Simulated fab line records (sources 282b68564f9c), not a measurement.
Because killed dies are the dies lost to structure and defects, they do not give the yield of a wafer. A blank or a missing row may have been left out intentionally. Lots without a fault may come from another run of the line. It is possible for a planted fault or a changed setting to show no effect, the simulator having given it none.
Problem report, 8D (eight disciplines) form, completed by code + flow rit_cmos + the parts of the form that need people (team, actions taken, sign-off) are left out

1. PROBLEM STATEMENT
Mean SILICIDE_TI_RS at RIT_SILICIDE_RS_MEAS_02: 31.2 ohm/sq over 2 wafers in 2 lots; fault-free wafers: 47.7 ohm/sq, standard deviation 0.83. Measured from the usual mean, that is -20 standard deviations.
The step: measures by four-point-probe.
Earliest sighting: wafer L995.2 on film_metro-03 at day 6 06:13. Wafers with a number at this step in the record: 42, from 14 lots. Rule for "out", or "out of limits": more than 4 standard deviations from the usual mean. All remaining wafers that have a number are taken as sound.

2. WHAT IT IS, WHAT IT ISN'T
| question                    | is               | is not                                                                                 |
|-----------------------------|------------------|----------------------------------------------------------------------------------------|
| which readings at this step | SILICIDE_TI_RS   | -                                                                                      |
| which lots                  | L995, L997       | L100, L102, L980, L981, L982, L983, L984, L985, L986, L987, L988, L998                 |
| which wafers of those lots  | L995.2, L997.2   | L995.3, L995.5, L997.3, L997.4                                                         |
| read on which gauges        | film_metro-03    | film_metro-02                                                                          |
| when                        | from day 6 06:13 | up to then (29 sound wafers); but 11 sound wafers of L100, L102, L997, L998 came after |

3. SUSPECTS, AND WHAT RULES EACH OUT
Counting: a tool at a process step up to the reading stays a suspect if it ran every lot that is out. Sound lots after the first of them don't rule it out here, since some wafers of a struck lot are sound.
- the gauge at RIT_SILICIDE_RS_MEAS_02: kept. All the wafers that are out were read on film_metro-03, and no step on other tools shows them out.
- pvd_sputter-04 at RIT_SILICIDE_SPUTTER_01 (material Ti, target thk 30 nm, time 240 s): kept. It ran every lot that is out, first L995 (day 6 06:02); its last sound lot up to then is L987 (day 4 14:14).
What counting leaves: pvd_sputter-04 at RIT_SILICIDE_SPUTTER_01 and film_metro-03 at RIT_SILICIDE_RS_MEAS_02.

4. THE CAUSE (what the simulator had put in)
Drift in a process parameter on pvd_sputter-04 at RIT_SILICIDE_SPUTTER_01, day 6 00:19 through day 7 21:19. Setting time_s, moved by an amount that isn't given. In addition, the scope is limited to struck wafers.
This tool is one of the 2 suspects left after counting.

5. SEQUENCE OF EFFECTS, ordered by route
Each row: a reading where the mean over the struck wafers with a number is more than 3 standard deviations away from the usual. Scope: only readings with a usual standard deviation given in the record; hours: median across lots of the time from each lot's start at the first step in this table that gives one to its start at this step; sigmas: change in usual standard deviations.
| hours | step                     | reading         | usual       | on struck wafers | change | sigmas |
|-------|--------------------------|-----------------|-------------|------------------|--------|--------|
| 0     | RIT_SILICIDE_RS_MEAS_02  | SILICIDE_TI_RS  | 47.7 ohm/sq | 31.2             | -16.5  | -20    |
| 0     | RIT_SILICIDE_THK_MEAS_03 | SILICIDE_TI_THK | 29.9 nm     | 42.1             | +12.2  | +30    |

6. HOW IT WOULD HAVE BEEN CAUGHT EARLIER
In this record the first reading out of limits at a measuring or inspecting step was taken at day 6 06:13, 6 hours after the fault began at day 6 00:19.
Of the tool readings at RIT_SILICIDE_SPUTTER_01 for which the record gives a usual standard deviation, none was out on any struck wafer, so an alarm limit of 4 standard deviations on them would not have fired.
Of the lots that are out (2), L997 began RIT_SILICIDE_SPUTTER_01 on pvd_sputter-04 after day 6 06:13. Putting the tool on hold at that point would have spared it.
